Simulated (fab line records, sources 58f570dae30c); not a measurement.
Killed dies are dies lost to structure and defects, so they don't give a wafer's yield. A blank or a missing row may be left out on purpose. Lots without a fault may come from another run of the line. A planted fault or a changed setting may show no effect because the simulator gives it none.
Problem report in the 8D (eight disciplines) form, filled by code | flow berkeley_cmos170 | the parts of the form that need people (team, actions taken, sign-off) are left out

1. THE PROBLEM
strip_time_to_endpoint_s at UCB170_ZERO_STRIP_07 reads a mean of 21.23 s on 1 wafer of 1 lot; wafers without a fault read 21.52 s with a standard deviation of 0.061. That is -4.8 standard deviations from the usual mean.
The step: strips in O2.
First seen on wafer L141.4, day 6 07:28, on plasma_asher-04. The record holds 15 wafers of 5 lots with a number at this step. Rule for "out", or "out of limits": more than 4 standard deviations from the usual mean. The other wafers with a number count as sound.

2. WHAT IT IS AND WHAT IT IS NOT
question                    | is                       | is not
which readings at this step | strip_time_to_endpoint_s | drypump_motor_current_A, oes_product_au
which lots                  | L141                     | L119, L121, L130, L142
which wafers of those lots  | L141.4                   | L141.3, L141.5
read on which tools         | plasma_asher-04          | plasma_asher-01, plasma_asher-03
when                        | from day 6 07:28         | up to then (11 sound wafers); but 3 sound wafers of L142 came after

3. SUSPECTS, AND WHAT RULES EACH OUT
Counting: a tool at a process step up to the reading stays a suspect if it ran every lot that is out. Sound lots after the first of them don't rule it out here, since some wafers of a struck lot are sound.
- rie_diel-03 at UCB170_ZERO_ETCH_06 (etches SiO2 in CHF3/CF4/Ar, time 12 s): kept. It ran the lot that is out, L141 (day 6 07:25); its last sound lot up to then is L121 (day 2 08:59).
- plasma_asher-04 at UCB170_ZERO_STRIP_07 (strips in O2): kept. It ran the lot that is out, L141 (day 6 07:28); its last sound lot up to then is L130 (day 4 02:14). Its own readings are out on those wafers: strip_time_to_endpoint_s.
- Within rie_diel-03 at UCB170_ZERO_ETCH_06: the wafers that are out ran in chamber 0; their sound lot-mates ran in chambers 2, 3.
Left after counting: rie_diel-03 at UCB170_ZERO_ETCH_06, plasma_asher-04 at UCB170_ZERO_STRIP_07.

4. THE CAUSE (what the simulator had put in)
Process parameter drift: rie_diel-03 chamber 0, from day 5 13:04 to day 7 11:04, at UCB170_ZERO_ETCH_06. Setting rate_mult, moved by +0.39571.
Counting left 2 suspects, and this tool is among them.

5. THE CHAIN OF EFFECTS, in route order
Each row: a reading whose mean over the struck wafers that have a number lies more than 3 standard deviations from the usual. Only readings for which the record gives a usual standard deviation are gone through. hours: the time from each lot's start at the first step in this table that gives one to its start at this step, as a median over the lots. sigmas: the change in usual standard deviations.
hours | step                 | reading                  | usual   | on struck wafers | change | sigmas
0     | UCB170_ZERO_STRIP_07 | strip_time_to_endpoint_s | 21.52 s | 21.23            | -0.29  | -4.8
The process steps in it:
- UCB170_ZERO_STRIP_07: strips in O2.

6. WHAT WOULD HAVE CAUGHT IT SOONER
In this record the first reading out of limits was taken at day 6 07:28, 18 hours after the fault began at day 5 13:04.
Of the tool readings at UCB170_ZERO_ETCH_06 for which the record gives a usual standard deviation, none was out on any struck wafer, so an alarm limit of 4 standard deviations on them would not have fired.
All the lots that are out (1) had begun UCB170_ZERO_ETCH_06 on rie_diel-03 by day 6 07:28. A hold on the tool at that time would have spared none of them.
